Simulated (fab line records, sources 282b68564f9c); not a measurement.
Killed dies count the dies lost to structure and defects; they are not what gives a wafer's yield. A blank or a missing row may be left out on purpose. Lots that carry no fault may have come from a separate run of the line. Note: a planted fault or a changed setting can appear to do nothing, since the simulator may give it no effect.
Which tool was responsible? | flow rit-cmos | 14 lots, 42 wafers sampled, at 2 steps of a route of 202

== WHAT THE GAUGES READ, wafer by wafer ==
RIT_CONTACT_THK_MEAS_01.
lot  | measured    | on            | CONTACT_TEOS_THK (nm)
L355 | day 3 03:17 | film-metro-01 | 400 397 408
L356 | day 3 08:05 | film-metro-01 | 401 401 405
L357 | day 3 13:10 | film-metro-03 | 392 395 401
L358 | day 3 16:31 | film-metro-01 | 404 407 409
L360 | day 4 03:49 | film-metro-03 | 394 402 401
L361 | day 4 08:37 | film-metro-01 | 400 409 409
L363 | day 4 18:59 | film-metro-04 | 390 394 402
L367 | day 5 16:40 | film-metro-03 | 394 556 409 394 557 409
L371 | day 6 10:05 | film-metro-01 | 399 560 402 399 560 403
L372 | day 6 17:45 | film-metro-03 | 393 397 401
L373 | day 6 22:03 | film-metro-03 | 402 400 404
L375 | day 7 06:55 | film-metro-04 | 399 396 402
L376 | day 7 10:54 | film-metro-03 | 401 401 411
L378 | day 7 23:11 | film-metro-04 | 394 397 406

== TOOL THAT RAN EACH LOT (tool first, then ch and the chambers of the sampled wafers, then the start) ==
lot  | RIT_CONTACT_CVD_00
L355 | pecvd-03 ch 0,1,2, day 3 03:14
L356 | pecvd-01 ch 0,1, day 3 08:01
L357 | pecvd-04 ch 0,1,2, day 3 13:06
L358 | pecvd-03 ch 1,2, day 3 16:28
L360 | pecvd-04 ch 0,1, day 4 03:45
L361 | pecvd-03 ch 0,1,2, day 4 08:32
L363 | pecvd-04 ch 0,1, day 4 18:56
L367 | pecvd-03 ch 0,1,2, day 5 16:36
L371 | pecvd-03 ch 0,2, day 6 10:01
L372 | pecvd-04 ch 0,1,2, day 6 17:41
L373 | pecvd-01 ch 0,1, day 6 21:59
L375 | pecvd-04 ch 0,1, day 7 06:51
L376 | pecvd-01 ch 0,1, day 7 10:51
L378 | pecvd-04 ch 0,1, day 7 23:08
- RIT_CONTACT_CVD_00: deposits SiO2 from TEOS, target thk 400 nm, time 61 s.

== WHAT THE TOOLS THEMSELVES READ (means of the sampled wafers that have a number; where no wafer has one, the mark that the record gives instead) ==
RIT_CONTACT_CVD_00.
lot  | tool     | heater-power-w (W)
L355 | pecvd-03 | 306
L356 | pecvd-01 | 272
L357 | pecvd-04 | 328
L358 | pecvd-03 | 347
L360 | pecvd-04 | 326
L361 | pecvd-03 | 301
L363 | pecvd-04 | 398
L367 | pecvd-03 | 336
L371 | pecvd-03 | 293
L372 | pecvd-04 | 313
L373 | pecvd-01 | 271
L375 | pecvd-04 | 346
L376 | pecvd-01 | 256
L378 | pecvd-04 | 341

== THE ANSWER, worked out from the rows above alone ==
Rule: what is usual is taken from the lots themselves. Put in order of their means at a reading, lots are off if they are a third of the lots or fewer, leave a main group of 4 or more, and stand apart from it by a gap of 3 or more times the standard deviation of the main group's means; of several such gaps the widest counts. The tables above print the reading to a certain number of digits; a main group whose means all agree to those digits is not used. Also off: a lot with no number at a reading for which 4 or more lots have one. Where the step has rows for the other lots, those lots are counted as sound. Order of review: gauges by route order, followed by the tools' own readings, for which a lot's mean as printed above is used. The first step at which some lot is off is used, and at that step the reading that is off furthest; a lot without a number counts as furthest.
Off: at RIT_CONTACT_THK_MEAS_01 (CONTACT_TEOS_THK), L367, L371. For the main group the mean is 401 nm and the standard deviation 3.6.
If a tool, at a process step before that reading, ran all the lots that are off and no sound lot after the first of them, it fits. Those tools and the gauges at RIT_CONTACT_THK_MEAS_01 are tried in the same way. One candidate fits, namely pecvd-03 at RIT_CONTACT_CVD_00. Its last sound lot is L361 (day 4 08:32), its first lot that is off L367 (day 5 16:36): a fault that began between those two fits.

== WHAT THE SIMULATOR HAD INSERTED ==
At RIT_CONTACT_CVD_00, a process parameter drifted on pecvd-03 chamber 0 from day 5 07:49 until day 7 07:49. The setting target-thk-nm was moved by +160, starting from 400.
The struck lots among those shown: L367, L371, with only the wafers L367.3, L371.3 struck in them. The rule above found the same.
